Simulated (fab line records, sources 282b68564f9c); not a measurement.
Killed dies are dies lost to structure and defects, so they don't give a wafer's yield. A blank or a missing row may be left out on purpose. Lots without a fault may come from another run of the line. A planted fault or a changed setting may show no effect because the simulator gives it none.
Which tool did it? | flow rit_cmos | 15 lots, 45 wafers sampled, at 2 steps of a route of 202

WHAT THE GAUGES READ, wafer by wafer
The record holds no reading of a measuring or inspecting step that can be judged against a usual standard deviation.

WHICH TOOL RAN EACH LOT (tool, then ch and the chambers of the sampled wafers, then the start)
lot  | RIT_SILICIDE_RTA_06             | RIT_CONTACT_PEB_06
L728 | rtp_anneal-01 ch 0, day 3 21:00 | litho_track-04 ch 0, day 3 21:56
L730 | rtp_anneal-01 ch 0, day 4 21:43 | litho_track-04 ch 0, day 4 22:29
L731 | rtp_anneal-02 ch 0, day 4 21:47 | litho_track-01 ch 0, day 4 22:35
L735 | rtp_anneal-02 ch 0, day 5 18:47 | litho_track-01 ch 0, day 6 00:04
L736 | rtp_anneal-01 ch 0, day 5 19:15 | litho_track-01 ch 0, day 6 00:27
L737 | rtp_anneal-02 ch 0, day 5 19:16 | litho_track-04 ch 0, day 6 00:34
L739 | rtp_anneal-02 ch 0, day 6 10:04 | litho_track-03, day 6 10:50
L742 | rtp_anneal-02 ch 0, day 6 18:34 | litho_track-01, day 6 19:43
L740 | rtp_anneal-02 ch 0, day 6 19:01 | litho_track-04, day 6 20:01
L744 | rtp_anneal-02 ch 0, day 7 04:10 | litho_track-04 ch 0, day 7 05:04
L747 | rtp_anneal-02 ch 0, day 7 12:32 | litho_track-03 ch 0, day 7 13:38
L748 | rtp_anneal-01 ch 0, day 7 16:59 | litho_track-04 ch 0, day 7 17:52
L749 | rtp_anneal-02 ch 0, day 7 18:07 | litho_track-03 ch 0, day 7 18:52
L750 | rtp_anneal-01 ch 0, day 8 00:25 | litho_track-03 ch 0, day 8 01:11
L751 | rtp_anneal-02 ch 0, day 8 02:56 | litho_track-04 ch 0, day 8 03:55
- RIT_SILICIDE_RTA_06: time 10 s, ramp up 5 s, ramp down 10 s.
- RIT_CONTACT_PEB_06

WHAT THE TOOLS THEMSELVES READ (means of the sampled wafers that have a number; where no wafer has one, the mark that the record gives instead)
RIT_SILICIDE_RTA_06.
lot  | tool          | wafer_temp_C_max
L728 | rtp_anneal-01 | 755.0
L730 | rtp_anneal-01 | 754.3
L731 | rtp_anneal-02 | 755.8
L735 | rtp_anneal-02 | 754.5
L736 | rtp_anneal-01 | 755.1
L737 | rtp_anneal-02 | 755.1
L739 | rtp_anneal-02 | 755.5
L742 | rtp_anneal-02 | 755.3
L740 | rtp_anneal-02 | 755.1
L744 | rtp_anneal-02 | 754.2
L747 | rtp_anneal-02 | 756.0
L748 | rtp_anneal-01 | 753.9
L749 | rtp_anneal-02 | 754.5
L750 | rtp_anneal-01 | 754.8
L751 | rtp_anneal-02 | 755.2

RIT_CONTACT_PEB_06.
lot  | tool           | exhaust_pa (Pa)
L728 | litho_track-04 | 45.1
L730 | litho_track-04 | 44.8
L731 | litho_track-01 | 44.8
L735 | litho_track-01 | 45.1
L736 | litho_track-01 | 44.7
L737 | litho_track-04 | 45.2
L739 | litho_track-03 | -
L742 | litho_track-01 | -
L740 | litho_track-04 | -
L744 | litho_track-04 | 46.1
L747 | litho_track-03 | 43.9
L748 | litho_track-04 | 45.8
L749 | litho_track-03 | 44.8
L750 | litho_track-03 | 44.5
L751 | litho_track-04 | 45.3

THE ANSWER, worked out from the rows above alone
Rule: what is usual is taken from the lots themselves. Put in order of their means at a reading, lots are off if they are a third of the lots or fewer, leave a main group of 4 or more, and stand apart from it by a gap of 3 or more times the standard deviation of the main group's means; of several such gaps the widest counts. A main group whose means are all the same, to the digits that the tables above print for the reading, isn't used. A lot without any number at a reading at which 4 lots or more have one is off too. The other lots that the step has rows for count as sound. The gauges are gone through in route order, then the tools' own readings, and for those a lot's mean is taken as printed above. The first step at which some lot is off is used, and at that step the reading that is off furthest; a lot without a number counts as furthest.
Off: L739, L742, L740, at RIT_CONTACT_PEB_06 (exhaust_pa). Without a number there: L739, L742, L740. The main group: mean 45.0 Pa, standard deviation 0.55.
A tool fits if, at that step or a process step before it, it ran every lot that is off, and no sound lot after the first of them. None of those tried fits.

WHAT THE SIMULATOR HAD PUT IN
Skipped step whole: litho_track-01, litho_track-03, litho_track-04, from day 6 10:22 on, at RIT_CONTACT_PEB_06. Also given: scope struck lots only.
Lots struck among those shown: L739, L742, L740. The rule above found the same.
